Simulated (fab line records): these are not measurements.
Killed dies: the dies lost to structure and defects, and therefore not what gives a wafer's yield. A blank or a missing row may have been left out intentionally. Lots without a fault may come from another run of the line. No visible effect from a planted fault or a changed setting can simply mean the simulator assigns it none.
Which of the tools did it?    flow rit_cmos    15 lots with 45 wafers sampled at 2 steps, on a route of 202 steps

== WHAT EACH GAUGE READ, for each wafer ==
RIT_CONTACT_OVL_MEAS_09.
lot   measured     on          CONTACT_OVL (nm)
L430  day 3 08:54  overlay-01  1.1 3.3 0.3
L432  day 3 20:46  overlay-02  1.3 1.0 1.1
L433  day 4 01:55  overlay-01  1.3 2.3 1.2
L434  day 4 08:54  overlay-02  0.9 -2.3 0.1
L435  day 4 11:08  overlay-02  0.4 1.0 1.5
L436  day 4 15:20  overlay-01  0.6 2.0 1.5
L437  day 4 20:29  overlay-02  -1.9 -2.5 -1.6
L438  day 5 00:35  overlay-01  -0.7 0.5 1.4
L439  day 5 05:50  overlay-02  -1.1 -2.9 -2.6
L443  day 6 00:13  overlay-01  239.8 238.3 241.2
L444  day 6 06:18  overlay-02  238.5 240.5 238.7
L445  day 6 10:40  overlay-02  -0.3 0.8 1.6
L447  day 6 18:47  overlay-01  240.1 241.0 240.8
L450  day 7 13:11  overlay-01  0.5 0.9 1.1
L452  day 7 19:13  overlay-02  1.1 0.2 0.0

== WHAT TOOL EACH LOT RAN ON (gives the tool, then ch and the chambers of the sampled wafers, and finally the start) ==
lot   RIT_CONTACT_EXPOSE_05
L430  iline_stepper-01 ch 0, day 3 08:16
L432  iline_stepper-02 ch 0, day 3 20:08
L433  iline_stepper-01 ch 0, day 4 01:17
L434  iline_stepper-01 ch 0, day 4 08:16
L435  iline_stepper-01 ch 0, day 4 10:28
L436  iline_stepper-02 ch 0, day 4 14:43
L437  iline_stepper-02 ch 0, day 4 19:52
L438  iline_stepper-01 ch 0, day 4 23:58
L439  iline_stepper-02 ch 0, day 5 05:11
L443  iline_stepper-02 ch 0, day 5 23:35
L444  iline_stepper-02 ch 0, day 6 05:41
L445  iline_stepper-01 ch 0, day 6 10:02
L447  iline_stepper-02 ch 0, day 6 18:09
L450  iline_stepper-01 ch 0, day 7 12:34
L452  iline_stepper-01 ch 0, day 7 18:35
- RIT_CONTACT_EXPOSE_05: exposes mask M11, target cd 1000 nm.

== AS READ BY THE TOOLS THEMSELVES (means over the sampled wafers that have a number; for cases with no such wafer, the mark the record gives instead) ==
RIT_CONTACT_EXPOSE_05.
lot   tool              focus_offset_nm (nm)
L430  iline_stepper-01  0.7
L432  iline_stepper-02  -0.3
L433  iline_stepper-01  0.5
L434  iline_stepper-01  -0.4
L435  iline_stepper-01  -0.4
L436  iline_stepper-02  0.1
L437  iline_stepper-02  -0.6
L438  iline_stepper-01  -0.9
L439  iline_stepper-02  0.1
L443  iline_stepper-02  0.4
L444  iline_stepper-02  0.6
L445  iline_stepper-01  0.3
L447  iline_stepper-02  0.0
L450  iline_stepper-01  -0.6
L452  iline_stepper-01  -0.2

== THE ANSWER, worked out from the rows above alone ==
Rule: the usual values come from the lots themselves. Put in order of their means at a reading, lots are off if they are a third of the lots or fewer, leave a main group of 4 or more, and stand apart from it by a gap of 3 or more times the standard deviation of the main group's means; of several such gaps the widest counts. The tables above print the reading to a certain number of digits; a main group whose means all agree to those digits is not used. Also off: a lot with no number at a reading for which 4 or more lots have one. The other lots that the step has rows for count as sound. After the gauges, taken in route order, come the tools' own readings; for these a lot's mean is taken, as printed above. At the first step where some lot is off, the reading lying furthest off is the one used; lots without a number count as furthest.
Off: L443, L444, L447, at RIT_CONTACT_OVL_MEAS_09 (CONTACT_OVL). Main group: mean 0.4 nm, sd 1.2.
If a tool, at a process step before that reading, ran all the lots that are off and no sound lot after the first of them, it fits. Gauges at RIT_CONTACT_OVL_MEAS_09: tried the same way as those tools. One fits: iline_stepper-02 at RIT_CONTACT_EXPOSE_05. Its last sound lot is L439 (day 5 05:11), its first lot that is off L443 (day 5 23:35): a fault that began between those two fits.

== WHAT THE SIMULATOR HAD INSERTED ==
Scanner matching overlay: iline_stepper-02, from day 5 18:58 on, at RIT_CONTACT_EXPOSE_05. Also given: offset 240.
Struck lots among those shown: L443, L444, L447. The rule above reached the same finding.
